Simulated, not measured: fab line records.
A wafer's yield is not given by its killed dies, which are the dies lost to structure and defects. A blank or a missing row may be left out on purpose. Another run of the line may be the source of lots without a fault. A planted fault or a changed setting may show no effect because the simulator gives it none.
One fault seen from 2 desks / flow rit_cmos / what lay behind the numbers comes last; until then each desk has only its own

== TOOL OWNER'S DESK, lpcvd-02 ==
The tool's own readings at RIT_GATE_CVD_08 (deposits poly-Si from SiH4, target thk 250 nm, time 2220 s): means of the sampled wafers that have a number, for each lot that ran on this tool. A lot is out of limits, marked OUT, if its mean lies more than 4 standard deviations from the usual mean; the brackets give that distance.
Columns: A = pressure_mtorr at RIT_GATE_CVD_08, usual 300.1 mTorr
lot=L995; first seen here=day 4 02:11; A=299.6
lot=L997; first seen here=day 4 14:03; A=299.5
lot=L100; first seen here=day 5 08:18; A=240.0 (-99 or more) OUT
lot=L103; first seen here=day 5 18:04; A=240.7 (-99 or more) OUT
This desk's finding: out of limits on L100, L103; first on L100, day 5 08:18 (pressure_mtorr at RIT_GATE_CVD_08). In limits: L995, L997.

== FROM THE METROLOGY DESK ==
Means of the sampled wafers that have a number, per lot and without regard to the tool the lot ran on: this is what the gauges read. A lot is out of limits, marked OUT, if its mean lies more than 4 standard deviations from the usual mean; the brackets give that distance.
Columns: A = GATE_POLY_THK at RIT_GATE_THK_MEAS_09, usual 247.9 nm
lot=L987; first seen here=day 2 11:59; A=247.9
lot=L988; first seen here=day 2 17:19; A=249.4
lot=L989; first seen here=day 2 20:39; A=249.4
lot=L991; first seen here=day 3 07:47; A=248.0
lot=L995; first seen here=day 4 03:50; A=250.7
lot=L997; first seen here=day 4 15:40; A=247.4
lot=L998; first seen here=day 4 21:59; A=249.2
lot=L999; first seen here=day 5 04:33; A=249.1
lot=L100; first seen here=day 5 10:43; A=220.0 (-13) OUT
lot=L103; first seen here=day 5 19:41; A=221.2 (-13) OUT
lot=L107; first seen here=day 6 15:17; A=250.7
lot=L108; first seen here=day 6 21:19; A=249.0
lot=L109; first seen here=day 7 01:49; A=245.3
lot=L110; first seen here=day 7 06:40; A=250.1
This desk reports L100, L103 out of limits; the earliest was L100 at day 5 10:43 (GATE_POLY_THK at RIT_GATE_THK_MEAS_09). In limits: L987, L988, L989, L991, L995, L997, L998, L999, L107, L108, L109, L110.

== TAKEN TOGETHER ==
The tool owner's desk could have raised an alarm at day 5 08:18, on L100, L103.
The metrology desk could have raised an alarm at day 5 10:43, on L100, L103.
Every lot named ran RIT_GATE_CVD_08 on lpcvd-02.

== WHAT THE SIMULATOR HAD INSERTED ==
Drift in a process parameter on lpcvd-02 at RIT_GATE_CVD_08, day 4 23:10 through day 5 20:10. Setting pressure_mtorr, moved by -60, from 300. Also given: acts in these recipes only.
Struck lots among those shown: L100, L103.
Delay (hours) between the fault's onset and each desk's first out-of-limits reading: 9 at the tool owner's desk, 12 at the metrology desk.
